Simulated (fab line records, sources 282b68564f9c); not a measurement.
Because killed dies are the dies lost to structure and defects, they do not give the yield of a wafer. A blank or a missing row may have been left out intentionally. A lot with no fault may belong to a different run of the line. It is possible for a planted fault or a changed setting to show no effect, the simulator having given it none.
Comparing a struck lot with a sound one ; flow rit_cmos ; 44 out of 202 route steps
Sound: wafers L760.2, L760.4, L760.6. Wafers L766.4, L766.5, L766.6 were the ones struck. The cause comes at the end.
Per side, at each step with rows, come the tool, then ch with its chambers, and then its first start. Under that, the readings that differ: sound wafers ; struck wafers ; difference of the means ; sigmas: that difference in standard deviations of wafers without a fault.
alike: readings whose means differ by less than 2 such deviations, and words and numbers that are the same on both sides. not compared: withheld readings, readings that some wafer has no value for, bounds like >300 that may hide the same value, and numbers for which the record gives no deviation and whose values overlap.
The two part at a step that has a row with sigmas, a row that says differs or no value, or rows on one side only. When numbers do not overlap yet have no deviation, they are printed without sigmas and do not part them. Lack of a reading on every wafer of one side parts them only where that side has two or more wafers.

first, 1 step without rows for these wafers: RIT_PRETRO_IMPLANT_08.
RIT_PRETRO_STRIP_09: strips in O2, time 180 s.
  sound on plasma_asher-04 ch 0,1, day 2 14:38; struck on plasma_asher-01 ch 0,1, day 4 02:55
  alike: drypump_motor_current_A
  not compared: rf_hours_counter_h
RIT_PRETRO_TW_MEAS_10:
  struck on film_metro-01, day 4 03:04; sound on film_metro-01, day 2 14:49
  alike: PRETRO_TW
then, 5 steps without rows for these wafers: RIT_GATE_WET_ETCH_00 (etches SiO2 in BOE, target depth 56 nm, time 60 s); RIT_GATE_CLEAN_01 (cleans in SC1, time 600 s); RIT_GATE_CLEAN_02 (cleans in dHF, time 30 s); RIT_GATE_CLEAN_03 (cleans in SC2, time 600 s); RIT_GATE_CLEAN_04 (cleans in dHF, time 60 s).
RIT_FOX2_THK_MEAS_91:
  struck on film_metro-04, day 4 03:44; sound on film_metro-01, day 2 15:35
reading;sound;struck;difference;sigmas
FIELD_OXIDE_LEFT_2_THK (nm);252 253 254;274 273 271;+20;+3
then, 2 steps without rows for these wafers: RIT_GATE_OXIDATION_05 (target thk 3 nm, ox time 270 s); RIT_GATE_ANNEAL_06 (time 600 s).
RIT_GATE_THK_MEAS_07:
  struck on film_metro-04, day 4 07:33; sound on film_metro-04, day 2 17:22
reading;sound;struck;difference;sigmas
GATE_OXIDE_THK (nm);3.13 3.08 3.07;2.95 2.92 2.93;-0.16;-3
RIT_GATE_CVD_08: deposits poly-Si from SiH4, target thk 250 nm, time 2220 s.
  sound on lpcvd-01 ch 0, day 2 17:25; struck on lpcvd-01 ch 0, day 4 07:35
reading;sound;struck;difference;sigmas
spike_tc_centre_C (C);612.6 612.0 612.9;591.4 591.2 592.1;-20.9;-19
spike_tc_load_C (C);630.0 630.1 632.7;611.1 610.4 611.0;-20.1;-9
spike_tc_source_C (C);629.5 630.1 628.7;607.9 607.4 608.3;-21.6;-11
susceptor_temp_C (C);610.5 610.0 610.6;589.3 589.0 589.0;-21.3;-66
model.poly-Si_of_GATE_CVD_08.thk_nm (nm);251.1 249.9 249.7;152.7 153.3 154.4;-96.8;
RIT_GATE_THK_MEAS_09:
  struck on film_metro-01, day 4 10:02; sound on film_metro-04, day 2 19:03
reading;sound;struck;difference;sigmas
GATE_POLY_THK (nm);251.0 249.9 249.5;152.6 153.2 154.5;-96.7;-39
then, 6 steps without rows for these wafers: RIT_GATE_HMDS_10 (prime time 60 s); RIT_GATE_COAT_11 (resist thk 850 nm); RIT_GATE_SOFTBAKE_12 (time 60 s); RIT_GATE_EXPOSE_13 (exposes mask M6, target cd 150 nm); RIT_GATE_PEB_14; RIT_GATE_DEVELOP_15 (develop time 50 s).
RIT_GATE_CD_MEAS_16: target cd 150 nm.
  struck on cd_sem-01, day 4 11:06; sound on cd_sem-02, day 2 20:02
  alike: cd_nm
RIT_GATE_OVL_MEAS_17:
  struck on overlay-02, day 4 11:11; sound on overlay-01, day 2 20:08
  alike: GATE_OVL
then, 1 step without rows for these wafers: RIT_GATE_HARDBAKE_18 (time 60 s).
RIT_GATE_ETCH_19: etches poly-Si in SF6/CHF3/O2, stops on SiO2, time 165 s, target depth 312.5 nm.
  sound on rie_si-01 ch 0,1,2, day 2 20:19; struck on rie_si-01 ch 0,3, day 4 11:20
reading;sound;struck;difference;sigmas
oes_product_au (a.u.);0.855 0.833 0.859;0.595 0.595 0.608;-0.250;-19
model.GATE.feature_depth_nm (nm);251.1 249.9 249.7;152.7 153.3 154.4;-96.8;
model.etch.depth_nm (nm);251.1 249.9 249.7;152.7 153.3 154.4;-96.8;
  alike: drypump_motor_current_A, throttle_valve_pct
  not compared: rf_hours_counter_h
RIT_GATE_STRIP_20: strips in O2, time 180 s.
  sound on plasma_asher-04 ch 0,1, day 2 20:26; struck on plasma_asher-02 ch 0,1, day 4 11:31
  alike: drypump_motor_current_A
  not compared: rf_hours_counter_h
RIT_GATE_CD_MEAS_90: target cd 150 nm.
  struck on cd_sem-02, day 4 11:41; sound on cd_sem-02, day 2 20:37
  alike: cd_nm
then, 4 steps without rows for these wafers: RIT_REOX_CLEAN_00 (cleans in SC1, time 600 s); RIT_REOX_CLEAN_01 (cleans in dHF, time 30 s); RIT_REOX_CLEAN_02 (cleans in SC2, time 600 s); RIT_REOX_OXIDATION_03 (target thk 25.2 nm, ox time 5580 s).
RIT_REOX_THK_MEAS_04:
  struck on film_metro-04, day 4 14:52; sound on film_metro-01, day 3 03:13
  alike: REOX_OXIDE_THK
then, 6 steps without rows for these wafers: RIT_NLDD_HMDS_00 (prime time 60 s); RIT_NLDD_COAT_01 (resist thk 1000 nm); RIT_NLDD_SOFTBAKE_02 (time 60 s); RIT_NLDD_EXPOSE_03 (exposes mask M7, target cd 40700 nm); RIT_NLDD_PEB_04; RIT_NLDD_DEVELOP_05 (develop time 50 s).
RIT_NLDD_OVL_MEAS_06:
  struck on overlay-02, day 4 15:46; sound on overlay-02, day 3 04:08
  alike: NLDD_OVL
then, 2 steps without rows for these wafers: RIT_NLDD_HARDBAKE_07 (time 60 s); RIT_NLDD_IMPLANT_08.
RIT_NLDD_STRIP_09: strips in O2, time 180 s.
  sound on plasma_asher-03 ch 0,1, day 3 04:28; struck on plasma_asher-02 ch 0,1, day 4 16:08
  alike: drypump_motor_current_A
  not compared: rf_hours_counter_h
RIT_NLDD_TW_MEAS_10:
  struck on film_metro-03, day 4 16:17; sound on film_metro-03, day 3 04:38
  alike: NLDD_TW
RIT_SDANNEAL_CLEAN_02: cleans in SC2, time 600 s.
  sound on wet_bench-03 ch 3, day 3 11:44; struck on wet_bench-04 ch 0, day 5 00:50
reading;sound;struck;difference;sigmas
model.poly-Si_of_GATE_CVD_08.thk_nm (nm);165.6 163.7 164.4;64.88 66 66.33;-98.83;
  alike: temp_c
RIT_M1_PROBE_99:
  rows exist in the record for the sound wafers here (prober-02, day 3 20:12), none for the struck ones

WHERE THEY PART
Last at RIT_M1_PROBE_99 as far as this record goes, first at RIT_FOX2_THK_MEAS_91.

WHY: whatever the simulator had introduced
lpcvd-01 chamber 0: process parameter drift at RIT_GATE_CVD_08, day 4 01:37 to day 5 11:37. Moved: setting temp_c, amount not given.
